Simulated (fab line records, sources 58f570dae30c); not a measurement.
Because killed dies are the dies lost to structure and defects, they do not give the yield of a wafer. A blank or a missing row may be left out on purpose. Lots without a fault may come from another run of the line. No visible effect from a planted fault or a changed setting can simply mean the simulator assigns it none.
The tool behind it: which one?    flow berkeleyCmos170    21 wafers from 7 lots sampled at 3 of the route's 331 steps

## WHAT THE GAUGES SHOWED, per wafer
UCB170_CONTACT_THK_MEAS_02.
lot   measured      on            CONTACT_PSG_THK (nm)
L494  day 7 11:55   filmMetro-03  686 693 691
L496  day 7 11:56   filmMetro-02  704 705 703
L499  day 8 07:53   filmMetro-01  698 699 693
L508  day 10 05:22  filmMetro-03  688 691 689
L507  day 10 05:22  filmMetro-02  695 702 693
L512  day 11 01:25  filmMetro-03  862 863 862
L513  day 11 01:25  filmMetro-01  858 858 859

## TOOL THAT RAN EACH LOT (tool first, then ch and the chambers of the sampled wafers, then the start)
lot   UCB170_GATE_STRIP_16                 UCB170_CONTACT_CVD_01
L494  plasmaAsher-01 ch 0,1, day 6 11:17   lpcvd-01 ch 0, day 7 10:08
L496  plasmaAsher-04 ch 0,1, day 6 17:58   lpcvd-01 ch 0, day 7 10:08
L499  plasmaAsher-01 ch 0,1, day 7 14:03   lpcvd-02 ch 0, day 8 06:06
L508  plasmaAsher-02 ch 0,1, day 9 12:15   lpcvd-01 ch 0, day 10 03:35
L507  plasmaAsher-01 ch 0,1, day 9 12:37   lpcvd-01 ch 1, day 10 03:35
L512  plasmaAsher-04 ch 0,1, day 10 05:30  lpcvd-01 ch 1, day 10 23:38
L513  plasmaAsher-01 ch 0,1, day 10 05:53  lpcvd-01 ch 0, day 10 23:38
- UCB170_GATE_STRIP_16: strips in O2.
- UCB170_CONTACT_CVD_01: deposits PSG from SiH4/O2/PH3, target thk 700 nm, time 2820 s.

## THE ANSWER, worked out from the rows above alone
Rule: the usual values come from the lots themselves. Put in order of their means at a reading, lots are off if they are a third of the lots or fewer, leave a main group of 4 or more, and stand apart from it by a gap of 3 or more times the standard deviation of the main group's means; of several such gaps the widest counts. A main group whose means are all the same, to the digits that the tables above print for the reading, isn't used. Also off: a lot with no number at a reading for which 4 or more lots have one. Where the step has rows for the other lots, those lots are counted as sound.
Off: at UCB170_CONTACT_THK_MEAS_02 (CONTACT_PSG_THK), L512, L513. The main group: mean 695 nm, standard deviation 5.3.
A tool fits if, at a process step before that reading, it ran every lot that is off, and no sound lot after the first of them. Gauges at UCB170_CONTACT_THK_MEAS_02: tried the same way as those tools. One candidate fits, namely lpcvd-01 at UCB170_CONTACT_CVD_01. Its last sound lot is L507 (day 10 03:35), its first lot that is off L512 (day 10 23:38): a fault that began between those two fits.

## WHAT THE SIMULATOR HAD INSERTED
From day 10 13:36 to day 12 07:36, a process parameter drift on lpcvd-01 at UCB170_CONTACT_CVD_01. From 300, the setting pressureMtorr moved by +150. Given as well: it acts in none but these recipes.
Struck lots among those shown: L512, L513. The rule given above showed the same thing.
